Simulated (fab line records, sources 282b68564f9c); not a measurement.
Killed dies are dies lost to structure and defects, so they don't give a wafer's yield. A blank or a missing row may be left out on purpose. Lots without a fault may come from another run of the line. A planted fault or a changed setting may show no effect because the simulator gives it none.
Tool commonality check | flow rit_cmos | 14 lots, 42 wafers sampled

WHY IT WAS OPENED
At RIT_NSD_OVL_MEAS_06 the reading NSD_OVL is flagged on 2 of 14 lots. Wafers without a fault read 0.2 nm, standard deviation 1.3.
Rule: a lot is flagged when every wafer of it that has a number lies more than 4 standard deviations from that mean, or none has a number. The other lots count as sound.

lot  | measured    | on         | NSD_OVL (nm), wafer by wafer | flag
L849 | day 3 01:05 | overlay-02 | -1.1 0.7 0.6                 |
L850 | day 3 04:13 | overlay-02 | -1.7 -0.2 -0.8               |
L851 | day 3 08:29 | overlay-01 | 0.8 1.4 2.1                  |
L853 | day 3 23:07 | overlay-01 | -1.6 0.0 -0.5                |
L854 | day 4 01:59 | overlay-02 | -1.7 -0.7 0.9                |
L855 | day 4 06:59 | overlay-01 | 0.2 0.2 1.5                  |
L856 | day 4 10:56 | overlay-01 | -2.6 -1.5 -2.5               |
L862 | day 5 17:26 | overlay-02 | -180.4 -180.1 -180.4         | FLAGGED
L864 | day 6 06:40 | overlay-02 | -180.0 -181.3 -180.7         | FLAGGED
L865 | day 6 08:41 | overlay-01 | 1.2 0.9 -1.3                 |
L866 | day 6 14:47 | overlay-02 | 0.4 -0.3 -0.5                |
L867 | day 6 18:18 | overlay-02 | -0.3 0.3 0.4                 |
L868 | day 6 22:52 | overlay-02 | 1.3 0.4 0.3                  |
L869 | day 7 03:25 | overlay-01 | -1.3 -2.3 -1.8               |
The numbers of the flagged lots are -180.5 nm on average: -180.7 nm against the usual, or -99 or more standard deviations.

WHICH TOOL RAN EACH LOT
The record holds 1 process step before the reading, out of a route of 202 steps. In each cell: the tool, then ch and the chambers that the sampled wafers went through, then the start.
lot  | flag    | RIT_NSD_EXPOSE_03
L849 |         | iline_stepper-02 ch 0, day 3 00:41
L850 |         | iline_stepper-02 ch 0, day 3 03:49
L851 |         | iline_stepper-02 ch 0, day 3 08:06
L853 |         | iline_stepper-01 ch 0, day 3 22:43
L854 |         | iline_stepper-02 ch 0, day 4 01:36
L855 |         | iline_stepper-01 ch 0, day 4 06:37
L856 |         | iline_stepper-02 ch 0, day 4 10:32
L862 | FLAGGED | iline_stepper-01 ch 0, day 5 17:02
L864 | FLAGGED | iline_stepper-01 ch 0, day 6 06:16
L865 |         | iline_stepper-02 ch 0, day 6 08:11
L866 |         | iline_stepper-02 ch 0, day 6 14:23
L867 |         | iline_stepper-02 ch 0, day 6 17:54
L868 |         | iline_stepper-02 ch 0, day 6 22:28
L869 |         | iline_stepper-02 ch 0, day 7 03:01
What these steps do:
- RIT_NSD_EXPOSE_03: exposes mask M9, target cd 40700 nm.
- RIT_NSD_OVL_MEAS_06

FLAGGED OVER TOTAL, TOOL BY TOOL (the gauges that took the reading come last)
step                | tool             | lots run | flagged | share of the flagged lots | sound lots run after its first flagged lot
RIT_NSD_EXPOSE_03   | iline_stepper-01 | 4        | 2       | all                       | 0
RIT_NSD_EXPOSE_03   | iline_stepper-02 | 10       | 0       | none                      | -
RIT_NSD_OVL_MEAS_06 | overlay-01       | 6        | 0       | none                      | -
RIT_NSD_OVL_MEAS_06 | overlay-02       | 8        | 2       | all                       | 3 (L866,L867,L868)

WHAT THE TABLE ALLOWS
2 rows of the table ran every flagged lot: iline_stepper-01 at RIT_NSD_EXPOSE_03, overlay-02 at RIT_NSD_OVL_MEAS_06.
- iline_stepper-01 at RIT_NSD_EXPOSE_03: 2 of its 4 lots flagged. Its last sound lot is L855 (day 4 06:37), its first flagged lot L862 (day 5 17:02): a fault that began between those two fits.
- overlay-02 at RIT_NSD_OVL_MEAS_06: 2 of its 8 lots flagged. Sound lots ran on it after the first flagged one (L866, L867, L868), which a lasting fault on the whole tool wouldn't allow.
One tool is left: iline_stepper-01 at RIT_NSD_EXPOSE_03.

WHAT THE SIMULATOR HAD PUT IN
Scanner matching overlay: iline_stepper-01, from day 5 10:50 on, at RIT_NSD_EXPOSE_03. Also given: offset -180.
Lots struck among those shown: L862, L864. The rule above found the same.
